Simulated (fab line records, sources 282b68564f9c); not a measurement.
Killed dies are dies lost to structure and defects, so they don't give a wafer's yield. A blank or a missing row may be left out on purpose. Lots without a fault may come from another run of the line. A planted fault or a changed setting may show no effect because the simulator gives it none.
Which tool did it? | flow rit_cmos | 15 lots, 45 wafers sampled, at 5 steps of a route of 202

WHAT THE GAUGES READ, wafer by wafer
RIT_PSD_OVL_MEAS_06.
lot  | measured    | on         | PSD_OVL (nm)
L227 | day 3 17:25 | overlay-01 | -1.4 0.5 -0.6
L229 | day 3 23:01 | overlay-02 | 0.8 -1.2 -0.2
L230 | day 4 04:54 | overlay-01 | 0.3 -2.4 -2.3
L232 | day 4 15:43 | overlay-01 | -0.8 -2.6 0.1
L233 | day 4 17:49 | overlay-02 | 0.1 0.9 2.1
L237 | day 5 08:10 | overlay-01 | -1.0 1.1 -0.1
L238 | day 5 13:59 | overlay-01 | -0.6 -1.4 -1.8
L239 | day 5 16:49 | overlay-02 | 0.0 0.1 -0.5
L241 | day 6 00:16 | overlay-01 | -0.8 1.5 -0.4
L243 | day 6 10:16 | overlay-02 | 0.9 0.2 -2.7
L244 | day 6 13:11 | overlay-01 | 0.3 -1.3 -0.3
L246 | day 7 00:05 | overlay-02 | -0.1 0.0 -1.4
L247 | day 7 08:04 | overlay-01 | -1.4 0.3 -1.1
L249 | day 7 20:06 | overlay-02 | 1.1 1.3 2.6
L250 | day 7 23:49 | overlay-01 | -2.3 -1.8 -0.6

RIT_SILICIDE_RS_MEAS_02: measures by four-point-probe.
lot  | measured    | on            | SILICIDE_TI_RS (ohm/sq)
L227 | day 3 19:05 | film_metro-02 | 46.0 45.8 45.9
L229 | day 4 00:41 | film_metro-04 | 46.8 46.9 46.7
L230 | day 4 06:41 | film_metro-02 | 47.8 48.0 48.6
L232 | day 4 17:23 | film_metro-01 | 47.1 47.1 47.2
L233 | day 4 19:28 | film_metro-04 | 47.0 47.1 47.7
L237 | day 5 10:04 | film_metro-02 | 48.1 47.6 47.4
L238 | day 5 15:38 | film_metro-02 | 47.0 47.3 47.5
L239 | day 5 18:32 | film_metro-01 | 47.0 46.9 47.2
L241 | day 6 01:56 | film_metro-02 | 48.1 47.9 47.3
L243 | day 6 11:58 | film_metro-04 | 47.7 48.4 48.0
L244 | day 6 14:50 | film_metro-04 | 48.2 47.8 47.6
L246 | day 7 01:44 | film_metro-01 | 47.5 47.8 48.1
L247 | day 7 09:43 | film_metro-02 | 47.3 47.3 47.5
L249 | day 7 21:48 | film_metro-02 | 49.2 48.3 49.1
L250 | day 8 01:29 | film_metro-02 | 47.9 47.7 47.8

RIT_CONTACT_CD_MEAS_90: target cd 1000 nm.
lot  | measured    | on        | cd_nm (nm)
L227 | day 3 21:22 | cd_sem-01 | 999.7 999.5 999.8
L229 | day 4 03:01 | cd_sem-02 | 999.6 997.1 997.6
L230 | day 4 08:55 | cd_sem-02 | 998.9 999.5 997.7
L232 | day 4 19:37 | cd_sem-01 | 998.2 997.3 997.8
L233 | day 4 21:45 | cd_sem-01 | 1000.9 1001.6 999.6
L237 | day 5 12:29 | cd_sem-01 | - - -
L238 | day 5 18:09 | cd_sem-01 | - - -
L239 | day 5 20:46 | cd_sem-02 | - - -
L241 | day 6 04:10 | cd_sem-02 | 1000.5 1000.3 1001.4
L243 | day 6 14:11 | cd_sem-02 | 1003.4 1003.1 1005.7
L244 | day 6 17:05 | cd_sem-01 | 998.4 1000.3 996.8
L246 | day 7 03:58 | cd_sem-02 | 1003.2 1001.8 1005.2
L247 | day 7 11:49 | cd_sem-02 | 998.3 995.4 998.3
L249 | day 7 23:54 | cd_sem-01 | 996.0 996.0 997.4
L250 | day 8 03:35 | cd_sem-02 | 999.8 1000.1 998.1

WHICH TOOL RAN EACH LOT (tool, then ch and the chambers of the sampled wafers, then the start)
lot  | RIT_SILICIDE_RTA_04             | RIT_CONTACT_ETCH_11
L227 | rtp_anneal-02 ch 0, day 3 19:14 | rie_diel-01 ch 1,2,3, day 3 20:57
L229 | rtp_anneal-02 ch 0, day 4 00:52 | rie_diel-04 ch 0,2,3, day 4 02:38
L230 | rtp_anneal-01 ch 0, day 4 06:52 | rie_diel-01 ch 0,2,3, day 4 08:33
L232 | rtp_anneal-01 ch 0, day 4 17:32 | rie_diel-04 ch 0,1,2, day 4 19:12
L233 | rtp_anneal-02 ch 0, day 4 19:38 | rie_diel-01 ch 0,3, day 4 21:22
L237 | rtp_anneal-02 ch 0, day 5 10:14 | rie_diel-04 ch 0,1,2, day 5 12:07
L238 | rtp_anneal-01 ch 0, day 5 15:49 | rie_diel-04 ch 0,3, day 5 17:46
L239 | rtp_anneal-02 ch 0, day 5 18:42 | rie_diel-03 ch 0,1,3, day 5 20:22
L241 | rtp_anneal-02 ch 0, day 6 02:06 | rie_diel-01 ch 0,2, day 6 03:46
L243 | rtp_anneal-02 ch 0, day 6 12:08 | rie_diel-04 ch 0,1,3, day 6 13:48
L244 | rtp_anneal-01 ch 0, day 6 15:01 | rie_diel-03 ch 0,2,3, day 6 16:43
L246 | rtp_anneal-01 ch 0, day 7 01:55 | rie_diel-04 ch 0,3, day 7 03:35
L247 | rtp_anneal-02 ch 0, day 7 09:53 | rie_diel-04 ch 0,1,2, day 7 11:27
L249 | rtp_anneal-02 ch 0, day 7 21:57 | rie_diel-04 ch 2,3, day 7 23:28
L250 | rtp_anneal-01 ch 0, day 8 01:40 | rie_diel-01 ch 1,2,3, day 8 03:13
- RIT_SILICIDE_RTA_04: time 10 s, ramp up 5 s, ramp down 5 s.
- RIT_CONTACT_ETCH_11: etches SiO2 in CHF3/CF4/Ar, stops on TiSi2, target depth 480 nm, time 320 s.

WHAT THE TOOLS THEMSELVES READ (means of the sampled wafers that have a number; where no wafer has one, the mark that the record gives instead)
RIT_SILICIDE_RTA_04.
lot  | tool          | wafer_temp_C_max
L227 | rtp_anneal-02 | 652.1
L229 | rtp_anneal-02 | 651.9
L230 | rtp_anneal-01 | 653.6
L232 | rtp_anneal-01 | 652.6
L233 | rtp_anneal-02 | 651.7
L237 | rtp_anneal-02 | 652.1
L238 | rtp_anneal-01 | 653.7
L239 | rtp_anneal-02 | 652.0
L241 | rtp_anneal-02 | 652.5
L243 | rtp_anneal-02 | 652.3
L244 | rtp_anneal-01 | 652.6
L246 | rtp_anneal-01 | 653.1
L247 | rtp_anneal-02 | 652.0
L249 | rtp_anneal-02 | 652.1
L250 | rtp_anneal-01 | 653.1

RIT_CONTACT_ETCH_11.
lot  | tool        | CHF3_flow_sccm (sccm) | O2_flow_sccm (sccm) | drypump_motor_current_A (A) | oes_product_au (a.u.) | throttle_valve_pct (%)
L227 | rie_diel-01 | 50.07                 | 4.994               | 6.0                         | 1.007                 | 8.91
L229 | rie_diel-04 | 49.99                 | 4.994               | 5.7                         | 0.996                 | 8.83
L230 | rie_diel-01 | 50.07                 | 4.999               | 6.1                         | 1.005                 | 8.94
L232 | rie_diel-04 | 49.84                 | 5.010               | 5.9                         | 0.998                 | 8.82
L233 | rie_diel-01 | 50.18                 | 5.012               | 5.9                         | 1.001                 | 8.87
L237 | rie_diel-04 | -                     | -                   | -                           | -                     | -
L238 | rie_diel-04 | -                     | -                   | -                           | -                     | -
L239 | rie_diel-03 | -                     | -                   | -                           | -                     | -
L241 | rie_diel-01 | 49.96                 | 4.991               | 6.0                         | 1.010                 | 9.01
L243 | rie_diel-04 | 50.08                 | 5.010               | 6.1                         | 1.005                 | 8.82
L244 | rie_diel-03 | 50.18                 | 4.999               | 5.4                         | 1.004                 | 8.97
L246 | rie_diel-04 | 50.02                 | 4.992               | 5.8                         | 1.008                 | 8.81
L247 | rie_diel-04 | 50.12                 | 4.989               | 5.9                         | 0.998                 | 8.82
L249 | rie_diel-04 | 50.10                 | 5.003               | 5.6                         | 0.984                 | 8.84
L250 | rie_diel-01 | 50.00                 | 4.986               | 6.0                         | 1.010                 | 8.92

THE ANSWER, worked out from the rows above alone
Rule: what is usual is taken from the lots themselves. Put in order of their means at a reading, lots are off if they are a third of the lots or fewer, leave a main group of 4 or more, and stand apart from it by a gap of 3 or more times the standard deviation of the main group's means; of several such gaps the widest counts. A main group whose means are all the same, to the digits that the tables above print for the reading, isn't used. A lot without any number at a reading at which 4 lots or more have one is off too. The other lots that the step has rows for count as sound. The gauges are gone through in route order, then the tools' own readings, and for those a lot's mean is taken as printed above. The first step at which some lot is off is used, and at that step the reading that is off furthest; a lot without a number counts as furthest.
Off: L237, L238, L239, at RIT_CONTACT_CD_MEAS_90 (cd_nm). Without a number there: L237, L238, L239. The main group: mean 999.6 nm, standard deviation 2.2.
A tool fits if, at a process step before that reading, it ran every lot that is off, and no sound lot after the first of them. The gauges at RIT_CONTACT_CD_MEAS_90 aren't tried: what is off there is off at RIT_CONTACT_ETCH_11 too, on other tools, and a gauge's error can't cause that. None of those tried fits.

WHAT THE SIMULATOR HAD PUT IN
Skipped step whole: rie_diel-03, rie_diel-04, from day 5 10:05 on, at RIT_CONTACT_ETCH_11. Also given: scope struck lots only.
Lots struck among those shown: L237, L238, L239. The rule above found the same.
